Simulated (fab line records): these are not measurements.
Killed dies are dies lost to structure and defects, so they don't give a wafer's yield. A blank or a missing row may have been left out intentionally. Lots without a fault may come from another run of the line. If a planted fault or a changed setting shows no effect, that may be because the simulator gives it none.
What tool caused it? || flow berkeley-cmos170 || 7 lots (21 wafers sampled), 1 step of a 331-step route

WHAT EACH GAUGE READ, for each wafer
UCB170_CONTACT_OVL_MEAS_16.
{"lot": "L718", "measured": "day 8 13:34", "on": "overlay-01", "CONTACT_OVL (nm)": "4 2 3"}
{"lot": "L723", "measured": "day 9 16:32", "on": "overlay-02", "CONTACT_OVL (nm)": "10 8 7"}
{"lot": "L720", "measured": "day 9 17:44", "on": "overlay-02", "CONTACT_OVL (nm)": "-6 -5 -4"}
{"lot": "L728", "measured": "day 10 06:19", "on": "overlay-02", "CONTACT_OVL (nm)": "-4 -5 4"}
{"lot": "L727", "measured": "day 10 08:50", "on": "overlay-01", "CONTACT_OVL (nm)": "-4 0 1"}
{"lot": "L732", "measured": "day 11 00:24", "on": "overlay-01", "CONTACT_OVL (nm)": "11 4 12"}
{"lot": "L737", "measured": "day 12 06:06", "on": "overlay-01", "CONTACT_OVL (nm)": "-9 -4 -12"}

WHAT TOOL EACH LOT RAN ON (gives the tool, then ch and the chambers of the sampled wafers, and finally the start)
The record holds no process step before these readings.

THE ANSWER, worked out from the rows above alone
Rule: the usual values come from the lots themselves. Put in order of their means at a reading, lots are off if they are a third of the lots or fewer, leave a main group of 4 or more, and stand apart from it by a gap of 3 or more times the standard deviation of the main group's means; of several such gaps the widest counts. If all means in a main group match to the digits the tables above print for the reading, that group is not used. Also off: a lot with no number at a reading for which 4 or more lots have one. The other lots that the step has rows for count as sound.
No lot is off at any reading shown: from this, nothing can be told.

WHAT HAD BEEN PUT IN BY THE SIMULATOR
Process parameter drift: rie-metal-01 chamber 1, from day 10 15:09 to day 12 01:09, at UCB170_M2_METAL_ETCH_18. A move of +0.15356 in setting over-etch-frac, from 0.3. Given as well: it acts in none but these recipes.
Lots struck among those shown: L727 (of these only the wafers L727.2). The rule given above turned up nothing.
